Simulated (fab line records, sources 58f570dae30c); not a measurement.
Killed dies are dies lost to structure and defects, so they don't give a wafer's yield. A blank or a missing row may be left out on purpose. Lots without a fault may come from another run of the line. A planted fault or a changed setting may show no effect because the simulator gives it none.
fab line records | flow berkeley_cmos170
record lots=5 wafers=15 last_day=12
route steps=331 shown PFIELD@86 FIELD@89 SACOX@97 SCREENOX@100 NVT@104 PVT@115 GATE@125
lots that met no fault: from a run of the same line without faults
start_h: hours from the record's first day to the start of the lot's first wafer shown | wait_h: hours since the lot's step before | " the same as in the row above | L1.1+2: a row that stands for several wafers | - no value, or no start given | * or withheld: withheld | < > ~ a bound
route shown NAME@n: a module of which the file shows steps, and the number in the route of the first | usual: mean/standard deviation of fault-free wafers | same: alike in all rows | chamber/n: place in a boat | sites: the reading at each site | _std_site: their standard deviation | _edge_site: outer sites' mean less inner sites' | radius_mm: how far each site lies from the wafer's centre | mask NAME#n: copy n | behind: the tool/chamber that last shaped the wafer | hold: why the lot was held/for how many hours/how that ended | device: the transistor (n, p or np) that didn't switch | end of line: the same wafers' tests at the end of the route | a step without rows: its recipe alone | killed: dies lost to structure and defects at the first sort, not the wafer's yield | map: a wafer's dies, x killed, . not, _ none there
set.NAME: the setting as run; set.NAME@STEP: as run at that earlier step | model.NAME: the simulator's own value behind a step, which no gauge read
lots at some steps of the route; a table a step, a row a wafer
services: from which hour (start_h, from the record's first day; less than 0 if before it) a tool's chamber was out of use, for how many hours, and why
## steps
# step UCB170_PFIELD_IMPLANT_07
# recipe species=B dose_cm2=2e+13 energy_kev=80 tilt_deg=7
# columns lot.wafer tool chamber start_h wait_h
L074.2+4+6 implanter-03 0 103.07 0.0
L075.2+4+5 implanter-02 0 103.61 0.0
L086.3+4+6 implanter-02 0 154.06 0.1
L090.1+2+3 implanter-03 0 179.78 0.0
L089.2+3+6 implanter-04 0 180.16 0.0
# step UCB170_PFIELD_STRIP_08
# recipe chemistry=O2 power_w=400 pressure_mtorr=3500 platen_temp_c=withheld o2_flow_sccm=400 overash_fraction=0.5
# usual drypump_motor_current_A=5.71/0.26 oes_product_au=0.734/0.0045 strip_time_to_endpoint_s=21.43/0.071
# columns lot.wafer tool chamber start_h wait_h drypump_motor_current_A oes_product_au rf_hours_counter_h strip_time_to_endpoint_s
L074.2 plasma_asher-02 0 103.20 0.1 5.80 0.733 35 21.51
L074.4 " 0 " " 5.81 0.736 - 21.54
L074.6 " 1 " " 5.90 0.728 - 21.52
L075.2 plasma_asher-04 0 103.74 0.1 5.87 0.741 30 21.36
L075.4 " 0 " " 5.90 0.739 - 21.39
L075.5 " 0 " " 5.90 0.737 - 21.41
L086.3 plasma_asher-01 1 154.20 0.1 5.84 0.733 - 21.41
L086.4 " 0 " " 5.56 0.746 - 21.36
L086.6 " 1 " " 5.85 0.727 - 21.51
L090.1 plasma_asher-02 0 179.93 0.1 5.78 0.732 7 21.45
L090.2 " 1 " " 5.90 0.730 7 21.35
L090.3 " 0 " " 5.79 0.736 - 21.42
L089.2 plasma_asher-01 1 180.28 0.1 5.84 0.733 47 21.55
L089.3 " 1 " " 5.83 0.732 - 21.53
L089.6 " 0 " " 5.56 0.733 - 21.52
# step UCB170_PFIELD_TW_MEAS_09
# usual PFIELD_TW=601/3.6
# columns lot.wafer tool chamber start_h wait_h PFIELD_TW
L074.2 film_metro-01 - 103.31 0.1 603
L074.4 " - " " 603
L074.6 " - " " 603
L075.2 film_metro-03 - 103.85 0.1 608
L075.4 " - " " 607
L075.5 " - " " 606
L086.3 film_metro-01 - 154.28 0.1 601
L086.4 " - " " 601
L086.6 " - " " 597
L090.1 film_metro-03 - 180.03 0.1 604
L090.2 " - " " 602
L090.3 " - " " 602
L089.2 film_metro-03 - 180.39 0.1 606
L089.3 " - " " 608
L089.6 " - " " 606
# step UCB170_FIELD_CLEAN_00
# recipe chemistry=dHF dilution=25:1 time_s=7.5
# columns lot.wafer tool chamber start_h wait_h
L074.2+4+6 wet_bench-02 0 103.36 0.0
L075.2+4+5 wet_bench-03 3 103.90 0.0
L086.3+4+6 wet_bench-02 3 154.32 0.0
L090.1+2+3 wet_bench-03 3 180.09 0.1
L089.2+3+6 wet_bench-02 0 180.45 0.0
# step UCB170_FIELD_OXIDATION_01
# recipe temp_c=1000 ambient=H2O p_h2o_torr=584.62 target_thk_a=5583 ox_time_s=7200
# columns lot.wafer tool chamber start_h wait_h
L074.2+4+6 furnace-02 0 107.25 3.9
L075.2+4+5 furnace-02 0 107.25 3.3
L086.3+4+6 furnace-04 0 157.76 3.4
L089.2+3+6 furnace-02 0 182.88 2.4
L090.1+2+3 furnace-02 0 182.88 2.8
# step UCB170_FIELD_THK_MEAS_02
# recipe reads=SiO2_of_FIELD_OXIDATION_01
# usual FIELD_OXIDE_THK=557/9.5
# columns lot.wafer tool chamber start_h wait_h FIELD_OXIDE_THK[nm]
L074.2 film_metro-04 - 110.26 0.0 551
L074.4 " - " " 547
L074.6 " - " " 556
L075.2 film_metro-01 - 110.26 0.0 567
L075.4 " - " " 563
L075.5 " - " " 565
L086.3 film_metro-04 - 160.82 0.1 558
L086.4 " - " " 549
L086.6 " - " " 556
L090.1 film_metro-01 - 185.88 0.0 562
L090.2 " - " " 563
L090.3 " - " " 560
L089.2 film_metro-04 - 185.95 0.1 570
L089.3 " - " " 566
L089.6 " - " " 561
# step UCB170_FIELD_ANNEAL_03
# recipe temp_c=1000 time_s=1200 ambient=N2
# columns lot.wafer tool chamber start_h wait_h
L074.2+4+6 furnace-04 0 113.82 3.6
L075.2+4+5 furnace-04 0 113.82 3.6
L086.3+4+6 furnace-01 0 165.35 4.5
L089.2+3+6 furnace-02 0 190.29 4.3
L090.1+2+3 furnace-02 0 190.29 4.4
# step UCB170_FIELD_WET_ETCH_04
# recipe chemistry=dHF dilution=10:1 target=SiO2 temp_c=25 time_s=60
# columns lot.wafer tool chamber start_h wait_h
L074.2+4+6 wet_bench-04 2 115.16 0.0
L075.2+4+5 wet_bench-04 0 115.16 0.0
L086.3+4+6 wet_bench-02 1 166.69 0.0
L089.2+3+6 wet_bench-03 1 191.63 0.0
L090.1+2+3 wet_bench-03 0 191.63 0.0
# step UCB170_FIELD_WET_ETCH_05
# recipe chemistry=H3PO4 target=Si3N4 temp_c=160 time_s=12600
# columns lot.wafer tool chamber start_h wait_h
L074.2+4+6 wet_bench-02 1 115.18 0.0
L075.2+4+5 wet_bench-02 3 115.18 0.0
L086.3+4+6 wet_bench-04 2 166.71 0.0
L089.2+3+6 wet_bench-04 1 191.65 0.0
L090.1+2+3 wet_bench-04 3 191.65 0.0
# step UCB170_FIELD_WET_ETCH_06
# recipe chemistry=BOE dilution=5:1 target=SiO2 temp_c=25 time_s=22
# columns lot.wafer tool chamber start_h wait_h
L074.2+4+6 wet_bench-02 3 119.04 0.3
L075.2+4+5 wet_bench-02 1 119.04 0.3
L086.3+4+6 wet_bench-02 3 170.22 0.0
L089.2+3+6 wet_bench-04 2 195.16 0.0
L090.1+2+3 wet_bench-04 1 195.16 0.0
# step UCB170_FIELD_THK_MEAS_90
# recipe reads=SiO2_of_FIELD_OXIDATION_01
# usual FIELD_OXIDE_LEFT_1_THK=441/9.6
# columns lot.wafer tool chamber start_h wait_h FIELD_OXIDE_LEFT_1_THK[nm]
L075.2 film_metro-04 - 119.06 0.0 450
L075.4 " - " " 447
L075.5 " - " " 449
L074.2 film_metro-04 - 119.12 0.1 434
L074.4 " - " " 430
L074.6 " - " " 439
L086.3 film_metro-02 - 170.26 0.0 439
L086.4 " - " " 430
L086.6 " - " " 437
L090.1 film_metro-02 - 195.17 0.0 444
L090.2 " - " " 445
L090.3 " - " " 442
L089.2 film_metro-04 - 195.24 0.1 454
L089.3 " - " " 450
L089.6 " - " " 443
# step UCB170_SACOX_CLEAN_00
# recipe chemistry=dHF dilution=25:1 time_s=7.5
# columns lot.wafer tool chamber start_h wait_h
L074.2+4+6 wet_bench-02 0 119.23 0.1
L075.2+4+5 wet_bench-02 1 119.23 0.2
L086.3+4+6 wet_bench-02 1 170.30 0.0
L089.2+3+6 wet_bench-02 0 195.33 0.1
L090.1+2+3 wet_bench-02 1 195.33 0.1
# step UCB170_SACOX_OXIDATION_01
# recipe temp_c=900 ambient=O2 target_thk_a=144 ox_time_s=2400
# columns lot.wafer tool chamber start_h wait_h
L074.2+4+6 furnace-02 0 124.10 4.9
L075.2+4+5 furnace-02 0 124.10 4.9
L086.3+4+6 furnace-04 0 170.46 0.2
L089.2+3+6 furnace-04 0 199.29 3.9
L090.1+2+3 furnace-04 0 199.29 3.9
# step UCB170_SACOX_THK_MEAS_02
# recipe reads=SiO2_of_SACOX_OXIDATION_01
# usual SACOX_OXIDE_THK=14.37/0.25
# columns lot.wafer tool chamber start_h wait_h SACOX_OXIDE_THK[nm]
L074.2 film_metro-01 - 125.78 0.0 14.65
L074.4 " - " " 14.67
L074.6 " - " " 14.69
L075.2 film_metro-03 - 125.78 0.0 14.47
L075.4 " - " " 14.15
L075.5 " - " " 14.51
L086.3 film_metro-01 - 172.20 0.1 14.06
L086.4 " - " " 13.94
L086.6 " - " " 14.02
L090.1 film_metro-01 - 200.96 0.0 14.36
L090.2 " - " " 14.60
L090.3 " - " " 14.19
L089.2 film_metro-01 - 201.03 0.1 14.46
L089.3 " - " " 14.39
L089.6 " - " " 14.63
# step UCB170_SCREENOX_WET_ETCH_00
# recipe chemistry=dHF dilution=25:1 target=SiO2 temp_c=25 time_s=195.1
# columns lot.wafer tool chamber start_h wait_h
L074.2+4+6 wet_bench-02 1 125.83 0.0
L075.2+4+5 wet_bench-02 3 125.83 0.0
L086.3+4+6 wet_bench-02 1 172.25 0.0
L090.1+2+3 wet_bench-01 2 201.02 0.1
L089.2+3+6 wet_bench-04 1 201.08 0.0
# step UCB170_SCREENOX_OXIDATION_01
# recipe temp_c=900 ambient=O2 target_thk_a=144 ox_time_s=2400
# columns lot.wafer tool chamber start_h wait_h
L074.2+4+6 furnace-02 0 131.22 5.3
L075.2+4+5 furnace-02 0 131.22 5.3
L086.3+4+6 furnace-04 0 174.72 2.4
L089.2+3+6 furnace-02 0 205.18 4.0
L090.1+2+3 furnace-02 0 205.18 4.1
# step UCB170_SCREENOX_THK_MEAS_02
# recipe reads=SiO2_of_SCREENOX_OXIDATION_01
# usual SCREENOX_OXIDE_THK=14.30/0.23
# columns lot.wafer tool chamber start_h wait_h SCREENOX_OXIDE_THK[nm]
L075.2 film_metro-04 - 132.90 0.0 14.12
L075.4 " - " " 14.27
L075.5 " - " " 14.14
L074.2 film_metro-04 - 132.96 0.1 14.14
L074.4 " - " " 13.95
L074.6 " - " " 14.09
L086.3 film_metro-03 - 176.47 0.1 14.33
L086.4 " - " " 14.22
L086.6 " - " " 14.31
L090.1 film_metro-03 - 206.84 0.0 14.19
L090.2 " - " " 14.26
L090.3 " - " " 14.33
L089.2 film_metro-03 - 206.91 0.1 14.42
L089.3 " - " " 14.24
L089.6 " - " " 14.47
# step UCB170_SCREENOX_ANNEAL_03
# recipe temp_c=900 time_s=900 ambient=N2
# columns lot.wafer tool chamber start_h wait_h
L074.2+4+6 furnace-04 0 138.77 5.8
L075.2+4+5 furnace-04 0 138.77 5.9
L086.3+4+6 furnace-01 0 180.54 4.1
L089.2+3+6 furnace-02 0 212.69 5.8
L090.1+2+3 furnace-02 0 212.69 5.8
# step UCB170_NVT_HMDS_00
# recipe prime_time_s=60 prime_temp_c=100
# usual chill_plate_temp_C=22.98/0.098
# columns lot.wafer tool chamber start_h wait_h chill_plate_temp_C
L075.2 litho_track-01 0 140.64 0.6 23.10
L075.4 " 0 " " 22.93
L075.5 " 0 " " 22.96
L074.2 litho_track-03 0 140.99 1.0 22.95
L074.4 " 0 " " 22.96
L074.6 " 0 " " 22.73
L086.3 litho_track-01 0 182.01 0.2 23.02
L086.4 " 0 " " 22.79
L086.6 " 0 " " 22.95
L090.1 litho_track-04 0 214.51 0.6 22.70
L090.2 " 0 " " 22.87
L090.3 " 0 " " 23.05
L089.2 litho_track-04 0 214.98 1.0 23.00
L089.3 " 0 " " 23.03
L089.6 " 0 " " 22.96
# step UCB170_NVT_COAT_01
# recipe resist=KrF spin_rpm=1500 resist_thk_nm=900
# usual chill_plate_temp_C=23.00/0.11
# columns lot.wafer tool chamber start_h wait_h chill_plate_temp_C
L075.2 litho_track-01 0 140.79 0.1 23.06
L075.4 " 0 " " 22.94
L075.5 " 0 " " 22.93
L074.2 litho_track-03 0 141.14 0.1 23.21
L074.4 " 0 " " 23.20
L074.6 " 0 " " 22.94
L086.3 litho_track-01 0 182.16 0.1 23.03
L086.4 " 0 " " 22.86
L086.6 " 0 " " 23.09
L090.1 litho_track-04 0 214.66 0.1 23.01
L090.2 " 0 " " 22.89
L090.3 " 0 " " 22.90
L089.2 litho_track-04 0 215.13 0.1 22.97
L089.3 " 0 " " 23.01
L089.6 " 0 " " 22.87
# step UCB170_NVT_SOFTBAKE_02
# recipe resist=KrF temp_c=130 time_s=60
# usual chill_plate_temp_C=22.98/0.094
# columns lot.wafer tool chamber start_h wait_h chill_plate_temp_C
L075.2 litho_track-01 0 140.94 0.1 23.04
L075.4 " 0 " " 22.81
L075.5 " 0 " " 22.84
L074.2 litho_track-03 0 141.29 0.1 22.96
L074.4 " 0 " " 22.88
L074.6 " 0 " " 22.87
L086.3 litho_track-01 0 182.31 0.1 23.01
L086.4 " 0 " " 23.01
L086.6 " 0 " " 23.05
L090.1 litho_track-04 0 214.81 0.1 23.01
L090.2 " 0 " " 22.94
L090.3 " 0 " " 22.96
L089.2 litho_track-04 0 215.28 0.1 22.93
L089.3 " 0 " " 23.05
L089.6 " 0 " " 23.17
# step UCB170_NVT_EXPOSE_03
# recipe mask_id=PWELL target_cd_nm=3000 na=0.5 sigma_outer=0.6 source_shape=conventional dose_mj=30
# usual reticle_temp_C=23.00/0.11
# columns lot.wafer tool chamber start_h wait_h mask reticle_temp_C
L075.2 krf_scanner-02 0 141.23 0.3 PWELL#0 22.89
L075.4 " 0 " " PWELL#0 22.83
L075.5 " 0 " " PWELL#0 22.85
L074.2 krf_scanner-01 0 141.71 0.4 PWELL#0 22.97
L074.4 " 0 " " PWELL#0 23.10
L074.6 " 0 " " PWELL#0 22.98
L086.3 krf_scanner-02 0 182.77 0.4 PWELL#0 23.11
L086.4 " 0 " " PWELL#0 22.73
L086.6 " 0 " " PWELL#0 22.76
L090.1 krf_scanner-02 0 214.96 0.1 PWELL#0 23.10
L090.2 " 0 " " PWELL#0 23.04
L090.3 " 0 " " PWELL#0 23.11
L089.2 krf_scanner-01 0 215.70 0.4 PWELL#0 22.93
L089.3 " 0 " " PWELL#0 22.82
L089.6 " 0 " " PWELL#0 22.89
# step UCB170_NVT_PEB_04
# recipe peb_temp_c=130 peb_time_s=withheld resist=KrF
# usual chill_plate_temp_C=22.96/0.1
# columns lot.wafer tool chamber start_h wait_h chill_plate_temp_C
L075.2 litho_track-04 0 142.05 0.8 22.78
L075.4 " 0 " " 22.83
L075.5 " 0 " " 22.85
L074.2 litho_track-01 0 142.37 0.6 22.90
L074.4 " 0 " " 22.91
L074.6 " 0 " " 22.88
L086.3 litho_track-03 0 183.05 0.3 22.89
L086.4 " 0 " " 22.96
L086.6 " 0 " " 22.88
L090.1 litho_track-03 0 215.88 0.9 22.97
L090.2 " 0 " " 22.94
L090.3 " 0 " " 22.86
L089.2 litho_track-01 0 216.45 0.7 22.93
L089.3 " 0 " " 22.88
L089.6 " 0 " " 22.85
# step UCB170_NVT_DEVELOP_05
# recipe developer=TMAH develop_time_s=45 resist=KrF dev_temp_c=21
# usual chill_plate_temp_C=23.00/0.093 developer_temp_C=20.98/0.11
# columns lot.wafer tool chamber start_h wait_h chill_plate_temp_C developer_temp_C
L075.2 litho_track-04 0 - - 23.06 20.93
L075.4 " 0 " " 23.00 20.92
L075.5 " 0 " " 23.09 20.94
L074.2 litho_track-01 0 - - 23.07 21.02
L074.4 " 0 " " 22.87 21.03
L074.6 " 0 " " 23.19 21.12
L086.3 litho_track-03 0 - - 22.99 20.95
L086.4 " 0 " " 22.98 21.08
L086.6 " 0 " " 23.04 20.66
L090.1 litho_track-03 0 - - 23.02 21.05
L090.2 " 0 " " 22.98 20.94
L090.3 " 0 " " 23.01 21.01
L089.2 litho_track-01 0 - - 22.93 21.09
L089.3 " 0 " " 22.99 21.09
L089.6 " 0 " " 22.87 20.96
# step UCB170_NVT_OVL_MEAS_06
# usual NVT_OVL=1/5.9
# columns lot.wafer tool chamber start_h wait_h NVT_OVL[nm]
L075.2 overlay-02 - 142.31 - 5
L075.4 " - " " 0
L075.5 " - " " -1
L074.2 overlay-01 - 142.63 - 1
L074.4 " - " " -2
L074.6 " - " " -9
L086.3 overlay-01 - 183.29 - 1
L086.4 " - " " 2
L086.6 " - " " 9
L090.1 overlay-01 - 216.15 - 1
L090.2 " - " " -1
L090.3 " - " " 3
L089.2 overlay-02 - 216.70 - 2
L089.3 " - " " -2
L089.6 " - " " -13
# step UCB170_NVT_IMPLANT_07
# recipe species=BF2 dose_cm2=3e+12 energy_kev=50 tilt_deg=7
# columns lot.wafer tool chamber start_h wait_h
L075.2+4+5 implanter-03 0 142.36 0.0
L074.2+4+6 implanter-03 0 142.68 0.0
L086.3+4+6 implanter-03 0 183.36 0.1
L090.1+2+3 implanter-02 0 216.19 0.0
L089.2+3+6 implanter-02 0 216.76 0.0
# step UCB170_NVT_STRIP_08
# recipe chemistry=O2 power_w=400 pressure_mtorr=3500 platen_temp_c=withheld o2_flow_sccm=400 overash_fraction=0.5
# usual drypump_motor_current_A=5.7/0.35 oes_product_au=0.734/0.0044 strip_time_to_endpoint_s=21.65/0.062
# columns lot.wafer tool chamber start_h wait_h drypump_motor_current_A oes_product_au rf_hours_counter_h strip_time_to_endpoint_s
L075.2 plasma_asher-04 1 142.49 0.1 5.0 0.731 34 21.55
L075.4 " 0 " " 5.9 0.737 - 21.57
L075.5 " 1 " " 5.0 0.735 - 21.61
L074.2 plasma_asher-03 1 142.81 0.1 5.7 0.730 38 21.70
L074.4 " 1 " " 5.7 0.736 - 21.68
L074.6 " 0 " " 6.1 0.741 - 21.72
L086.3 plasma_asher-01 1 183.50 0.1 5.8 0.735 - 21.58
L086.4 " 0 " " 5.6 0.736 - 21.61
L086.6 " 1 " " 5.8 0.725 - 21.58
L090.1 plasma_asher-03 0 216.34 0.1 6.1 0.740 47 21.61
L090.2 " 1 " " 5.7 0.735 47 21.57
L090.3 " 0 " " 6.1 0.735 - 21.63
L089.2 plasma_asher-04 0 216.88 0.1 5.9 0.731 43 21.62
L089.3 " 1 " " 5.0 0.727 - 21.62
L089.6 " 0 " " 5.9 0.731 - 21.63
# step UCB170_NVT_TW_MEAS_09
# usual NVT_TW=525.1/3
# columns lot.wafer tool chamber start_h wait_h NVT_TW
L075.2 film_metro-01 - 142.60 0.1 524.7
L075.4 " - " " 525.8
L075.5 " - " " 520.9
L074.2 film_metro-01 - 142.92 0.1 523.3
L074.4 " - " " 525.5
L074.6 " - " " 521.3
L086.3 film_metro-03 - 183.58 0.1 528.9
L086.4 " - " " 527.6
L086.6 " - " " 526.6
L090.1 film_metro-04 - 216.44 0.1 529.2
L090.2 " - " " 528.2
L090.3 " - " " 528.6
L089.2 film_metro-01 - 217.09 0.2 522.3
L089.3 " - " " 523.2
L089.6 " - " " 525.1
# step UCB170_NVT_CLEAN_10
# recipe chemistry=SPM temp_c=120 time_s=600
# columns lot.wafer tool chamber start_h wait_h
L075.2+4+5 wet_bench-01 2 142.84 0.2
L074.2+4+6 wet_bench-01 2 143.19 0.3
L086.3+4+6 wet_bench-04 0 183.62 0.0
L090.1+2+3 wet_bench-04 2 217.06 0.6
L089.2+3+6 wet_bench-03 0 217.63 0.5
# step UCB170_PVT_HMDS_00
# recipe prime_time_s=60 prime_temp_c=100
# usual chill_plate_temp_C=23.01/0.11
# columns lot.wafer tool chamber start_h wait_h chill_plate_temp_C
L075.2 litho_track-03 0 143.34 0.3 22.82
L075.4 " 0 " " 22.84
L075.5 " 0 " " 23.04
L074.2 litho_track-01 0 143.66 0.3 22.98
L074.4 " 0 " " 23.14
L074.6 " 0 " " 23.01
L086.3 litho_track-02 0 184.00 0.2 22.96
L086.4 " 0 " " 23.09
L086.6 " 0 " " 22.93
L090.1 litho_track-01 0 217.23 0.0 22.92
L090.2 " 0 " " 22.89
L090.3 " 0 " " 22.89
L089.2 litho_track-03 0 217.83 0.0 22.91
L089.3 " 0 " " 22.97
L089.6 " 0 " " 23.09
# step UCB170_PVT_COAT_01
# recipe resist=KrF spin_rpm=1500 resist_thk_nm=900
# usual chill_plate_temp_C=22.98/0.1
# columns lot.wafer tool chamber start_h wait_h chill_plate_temp_C
L075.2 litho_track-03 0 143.49 0.1 22.84
L075.4 " 0 " " 23.04
L075.5 " 0 " " 22.84
L074.2 litho_track-01 0 143.81 0.1 22.92
L074.4 " 0 " " 22.96
L074.6 " 0 " " 22.91
L086.3 litho_track-02 0 184.15 0.1 22.91
L086.4 " 0 " " 22.91
L086.6 " 0 " " 22.98
L090.1 litho_track-01 0 217.38 0.1 22.99
L090.2 " 0 " " 22.97
L090.3 " 0 " " 22.85
L089.2 litho_track-03 0 217.98 0.1 22.90
L089.3 " 0 " " 23.03
L089.6 " 0 " " 22.96
# step UCB170_PVT_SOFTBAKE_02
# recipe resist=KrF temp_c=130 time_s=60
# usual chill_plate_temp_C=23.00/0.094
# columns lot.wafer tool chamber start_h wait_h chill_plate_temp_C
L075.2 litho_track-03 0 143.64 0.1 23.24
L075.4 " 0 " " 23.03
L075.5 " 0 " " 23.20
L074.2 litho_track-01 0 143.96 0.1 22.86
L074.4 " 0 " " 23.07
L074.6 " 0 " " 23.05
L086.3 litho_track-02 0 184.30 0.1 22.93
L086.4 " 0 " " 23.00
L086.6 " 0 " " 22.94
L090.1 litho_track-01 0 217.53 0.1 22.98
L090.2 " 0 " " 22.97
L090.3 " 0 " " 22.98
L089.2 litho_track-03 0 218.13 0.1 23.03
L089.3 " 0 " " 23.10
L089.6 " 0 " " 22.92
# step UCB170_PVT_EXPOSE_03
# recipe mask_id=NWELL target_cd_nm=3000 na=0.5 sigma_outer=0.6 source_shape=conventional dose_mj=30
# usual reticle_temp_C=22.99/0.1
# columns lot.wafer tool chamber start_h wait_h mask reticle_temp_C
L075.2 krf_scanner-01 0 144.01 0.3 NWELL#0 23.00
L075.4 " 0 " " NWELL#0 23.02
L075.5 " 0 " " NWELL#0 23.04
L074.2 krf_scanner-01 0 144.24 0.3 NWELL#0 23.02
L074.4 " 0 " " NWELL#0 23.02
L074.6 " 0 " " NWELL#0 23.13
L086.3 krf_scanner-02 0 184.56 0.2 NWELL#0 23.04
L086.4 " 0 " " NWELL#0 22.97
L086.6 " 0 " " NWELL#0 23.08
L090.1 krf_scanner-02 0 217.81 0.2 NWELL#0 22.85
L090.2 " 0 " " NWELL#0 22.96
L090.3 " 0 " " NWELL#0 23.11
L089.2 krf_scanner-01 0 218.30 0.1 NWELL#0 22.99
L089.3 " 0 " " NWELL#0 22.86
L089.6 " 0 " " NWELL#0 23.00
# step UCB170_PVT_PEB_04
# recipe peb_temp_c=130 peb_time_s=withheld resist=KrF
# usual chill_plate_temp_C=22.96/0.12
# columns lot.wafer tool chamber start_h wait_h chill_plate_temp_C
L075.2 litho_track-03 0 144.34 0.3 23.20
L075.4 " 0 " " 22.97
L075.5 " 0 " " 23.03
L074.2 litho_track-03 0 144.62 0.4 23.00
L074.4 " 0 " " 23.07
L074.6 " 0 " " 23.06
L086.3 litho_track-01 0 184.69 0.1 22.93
L086.4 " 0 " " 22.76
L086.6 " 0 " " 22.93
L090.1 litho_track-02 0 218.09 0.3 23.07
L090.2 " 0 " " 23.09
L090.3 " 0 " " 23.09
L089.2 litho_track-02 0 218.42 0.1 22.97
L089.3 " 0 " " 23.00
L089.6 " 0 " " 23.03
# step UCB170_PVT_DEVELOP_05
# recipe developer=TMAH develop_time_s=45 resist=KrF dev_temp_c=21
# usual chill_plate_temp_C=22.98/0.12 developer_temp_C=20.96/0.1
# columns lot.wafer tool chamber start_h wait_h chill_plate_temp_C developer_temp_C
L075.2 litho_track-03 0 - - 23.27 21.05
L075.4 " 0 " " 23.12 21.08
L075.5 " 0 " " 23.09 20.93
L074.2 litho_track-03 0 - - 22.94 20.90
L074.4 " 0 " " 22.85 20.98
L074.6 " 0 " " 22.94 21.04
L086.3 litho_track-01 0 - - 23.05 20.78
L086.4 " 0 " " 23.00 20.99
L086.6 " 0 " " 23.05 20.95
L090.1 litho_track-02 0 - - 22.99 20.97
L090.2 " 0 " " 22.99 20.88
L090.3 " 0 " " 22.87 20.94
L089.2 litho_track-02 0 - - 22.95 20.96
L089.3 " 0 " " 22.87 20.77
L089.6 " 0 " " 22.94 21.01
# step UCB170_PVT_OVL_MEAS_06
# usual PVT_OVL=-7/4.9
# columns lot.wafer tool chamber start_h wait_h PVT_OVL[nm]
L075.2 overlay-01 - 144.60 - 0
L075.4 " - " " 0
L075.5 " - " " 0
L074.2 overlay-02 - 144.88 - -3
L074.4 " - " " 1
L074.6 " - " " -2
L086.3 overlay-02 - 184.93 - -20
L086.4 " - " " -17
L086.6 " - " " -18
L090.1 overlay-01 - 218.37 - -9
L090.2 " - " " -11
L090.3 " - " " -14
L089.2 overlay-02 - 218.68 - -7
L089.3 " - " " -6
L089.6 " - " " -5
# step UCB170_PVT_IMPLANT_07
# recipe species=P dose_cm2=2e+12 energy_kev=30 tilt_deg=7
# columns lot.wafer tool chamber start_h wait_h
L075.2+4+5 implanter-04 0 144.66 0.0
L074.2+4+6 implanter-04 0 144.93 0.0
L086.3+4+6 implanter-04 0 185.00 0.1
L090.1+2+3 implanter-02 0 218.40 0.0
L089.2+3+6 implanter-04 0 218.73 0.0
# step UCB170_PVT_STRIP_08
# recipe chemistry=O2 power_w=400 pressure_mtorr=3500 platen_temp_c=withheld o2_flow_sccm=400 overash_fraction=0.5
# usual drypump_motor_current_A=5.80/0.16 oes_product_au=0.735/0.0046 strip_time_to_endpoint_s=21.63/0.07
# columns lot.wafer tool chamber start_h wait_h drypump_motor_current_A oes_product_au rf_hours_counter_h strip_time_to_endpoint_s
L075.2 plasma_asher-02 0 144.78 0.1 5.77 0.735 3 21.68
L075.4 " 0 " " 5.79 0.733 - 21.56
L075.5 " 0 " " 5.78 0.731 - 21.62
L074.2 plasma_asher-01 0 145.06 0.1 5.56 0.736 43 21.59
L074.4 " 1 " " 5.82 0.735 - 21.46
L074.6 " 0 " " 5.57 0.736 - 21.49
L086.3 plasma_asher-01 1 185.13 0.1 5.83 0.729 - 21.66
L086.4 " 0 " " 5.57 0.731 - 21.66
L086.6 " 1 " " 5.89 0.731 - 21.75
L090.1 plasma_asher-03 1 218.55 0.1 5.68 0.742 47 21.54
L090.2 " 0 " " 6.08 0.733 47 21.58
L090.3 " 0 " " 6.07 0.731 - 21.54
L089.2 plasma_asher-03 1 218.86 0.1 5.69 0.738 47 21.70
L089.3 " 1 " " 5.67 0.740 - 21.69
L089.6 " 1 " " 5.71 0.736 - 21.72
# step UCB170_PVT_TW_MEAS_09
# usual PVT_TW=507.5/2.1
# columns lot.wafer tool chamber start_h wait_h PVT_TW
L075.2 film_metro-01 - 144.89 0.1 506.6
L075.4 " - " " 504.9
L075.5 " - " " 506.3
L074.2 film_metro-01 - 145.17 0.1 508.6
L074.4 " - " " 506.3
L074.6 " - " " 504.6
L086.3 film_metro-01 - 185.22 0.1 508.7
L086.4 " - " " 508.4
L086.6 " - " " 508.4
L090.1 film_metro-01 - 218.65 0.1 507.9
L090.2 " - " " 505.3
L090.3 " - " " 510.2
L089.2 film_metro-01 - 218.97 0.1 509.5
L089.3 " - " " 504.8
L089.6 " - " " 507.1
# step UCB170_GATE_WET_ETCH_00
# recipe chemistry=dHF dilution=25:1 target=SiO2 temp_c=25 time_s=200
# columns lot.wafer tool chamber start_h wait_h
L075.2+4+5 wet_bench-02 2 145.11 0.2
L074.2+4+6 wet_bench-02 0 145.40 0.2
L086.3+4+6 wet_bench-02 1 185.26 0.0
L090.1+2+3 wet_bench-03 0 218.71 0.1
L089.2+3+6 wet_bench-02 3 219.02 0.0
# step UCB170_FIELD_THK_MEAS_91
# recipe reads=SiO2_of_FIELD_OXIDATION_01
# usual FIELD_OXIDE_LEFT_2_THK=353/9.7
# columns lot.wafer tool chamber start_h wait_h FIELD_OXIDE_LEFT_2_THK[nm]
L075.2 film_metro-02 - 145.19 0.0 364
L075.4 " - " " 360
L075.5 " - " " 363
L074.2 film_metro-01 - 145.48 0.0 347
L074.4 " - " " 342
L074.6 " - " " 352
L086.3 film_metro-02 - 185.34 0.0 351
L086.4 " - " " 342
L086.6 " - " " 349
L090.1 film_metro-02 - 218.78 0.0 358
L090.2 " - " " 358
L090.3 " - " " 356
L089.2 film_metro-02 - 219.09 0.0 366
L089.3 " - " " 362
L089.6 " - " " 356
# step UCB170_GATE_OXIDATION_01
# recipe temp_c=850 ambient=O2 target_thk_a=66 ox_time_s=1800
# columns lot.wafer tool chamber start_h wait_h
L074.2+4+6 furnace-01 0 147.65 2.2
L075.2+4+5 furnace-01 0 147.65 2.5
L086.3+4+6 furnace-02 0 188.79 3.4
L089.2+3+6 furnace-01 0 222.31 3.2
L090.1+2+3 furnace-01 0 222.31 3.5
## services
# columns tool chamber start_h hours kind
furnace-02 - 87.15 3.5 pm
implanter-03 - 87.39 1.5 repair
implanter-04 - 89.44 2.6 repair
furnace-01 - 106.97 3.2 pm
plasma_asher-02 - 108.75 9.0 pm
plasma_asher-02 0 108.75 9.0 vent_cycle
plasma_asher-02 1 108.75 9.0 vent_cycle
implanter-04 - 120.71 1.9 repair
implanter-02 - 123.89 0.6 repair
krf_scanner-02 0 132.07 - calibration
krf_scanner-01 - 138.14 1.0 pm
krf_scanner-02 - 143.70 1.0 pm
implanter-04 - 148.27 1.6 repair
krf_scanner-02 - 154.16 1.3 pm
furnace-02 - 155.85 3.2 pm
plasma_asher-01 - 163.75 0.8 repair
plasma_asher-04 - 168.24 6.5 repair
plasma_asher-01 - 169.57 2.2 repair
furnace-01 - 175.52 3.8 pm
furnace-04 - 207.21 4.3 pm
wet_bench-01 - 210.67 4.9 repair
krf_scanner-01 - 212.82 1.3 pm
implanter-04 - 220.46 1.4 repair
plasma_asher-04 - 221.93 5.0 repair
## key
fault none
